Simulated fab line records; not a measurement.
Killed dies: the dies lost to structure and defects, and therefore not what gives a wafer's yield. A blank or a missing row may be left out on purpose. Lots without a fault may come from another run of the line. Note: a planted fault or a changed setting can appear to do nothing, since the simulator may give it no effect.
Problem report, 8D (eight disciplines) form, completed by code + flow rit-cmos + the parts of the form that need people (team, actions taken, sign-off) are left out

## 1. PROBLEM STATEMENT
Across 6 wafers from 2 lots, GATE_POLY_THK at RIT_GATE_THK_MEAS_09 averages 223.0 nm, while fault-free wafers read 250.5 nm with a standard deviation of 2.8. That puts it -9.8 standard deviations away from the usual mean.
First seen on wafer L302.1, day 5 15:41, on film-metro-02. The record holds 42 wafers of 14 lots with a number at this step. By rule, "out" or "out of limits" means more than 4 standard deviations away from the usual mean. Any other wafer with a number is counted as sound.

## 2. WHAT IT IS; WHAT IT IS NOT
| question                    | is                           | is not                                                                          |
|-----------------------------|------------------------------|---------------------------------------------------------------------------------|
| which readings at this step | GATE_POLY_THK                | -                                                                               |
| which lots                  | L302, L304                   | L287, L289, L291, L292, L293, L294, L295, L297, L298, L303, L306, L307          |
| which wafers of those lots  | all that have a number       | -                                                                               |
| read on which gauges        | film-metro-01, film-metro-02 | film-metro-04                                                                   |
| when                        | from day 5 15:41             | up to then (27 sound wafers); but 9 sound wafers of L303, L306, L307 came after |

## 3. SUSPECTS, AND WHAT RULES EACH OUT
Counting: any tool at a process step up to the reading is kept as a suspect provided that every lot that is out went through it and no sound lot did after the first of them.
- the gauge at RIT_GATE_THK_MEAS_09 has been ruled out. Those wafers that are out were read across 2 gauges (film-metro-01, film-metro-02).
- lpcvd-01 at RIT_GATE_CVD_08 (deposits poly-Si from SiH4, target thk 250 nm, time 2220 s): kept. Every lot that is out went through it, starting with L302 (day 5 14:04), and after that it ran no sound lot; the last sound lot it ran before then is L298 (day 4 23:19). On those wafers its own readings are out: pressure-mtorr.
Left after counting: lpcvd-01 at RIT_GATE_CVD_08.

## 4. THE CAUSE (what the simulator had put in)
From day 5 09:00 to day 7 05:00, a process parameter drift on lpcvd-01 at RIT_GATE_CVD_08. A move of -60 in setting pressure-mtorr, from 300. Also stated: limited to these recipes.
This tool alone remained once counting was done.

## 5. SEQUENCE OF EFFECTS, ordered by route
Rows list readings where the struck wafers' mean (over those with a number) sits beyond 3 standard deviations from the usual. Only readings whose record carries a usual standard deviation are examined. hours: median over the lots of the time between each lot's start at the first step of this table that gives one and its start at this step. sigmas: the change, counted in usual standard deviations.
| hours | step                 | reading        | usual       | on struck wafers | change | sigmas |
|-------|----------------------|----------------|-------------|------------------|--------|--------|
| 0     | RIT_GATE_CVD_08      | pressure-mtorr | 300.1 mTorr | 240.0            | -60.1  | -88    |
| 2     | RIT_GATE_THK_MEAS_09 | GATE_POLY_THK  | 250.5 nm    | 223.0            | -27.5  | -9.8   |
| 3     | RIT_GATE_ETCH_19     | oes-product-au | 0.857 a.u.  | 0.786            | -0.071 | -4.7   |
Its process steps:
- RIT_GATE_CVD_08: deposits poly-Si from SiH4, target thk 250 nm, time 2220 s.
- RIT_GATE_ETCH_19: etches poly-Si in SF6/CHF3/O2, stops on SiO2, time 165 s, target depth 312.5 nm.
Later steps that measure or inspect, where all struck wafers having a row at the step show a number for every such reading and not one has moved that far: RIT_M1_BOW_MEAS_16.

## 6. WHAT WOULD HAVE CAUGHT IT SOONER
Counted from the fault's start at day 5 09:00, it took 7 hours until the first out-of-limits reading at a measuring or inspecting step in this record, taken at day 5 15:41.
The tool's own readings at RIT_GATE_CVD_08 were out on every struck wafer that the step has a row for (pressure-mtorr): an alarm limit on them would have fired on the first of those.
Of the lots that are out (2), L304 began RIT_GATE_CVD_08 on lpcvd-01 after day 5 15:41. Putting the tool on hold at that point would have spared it.
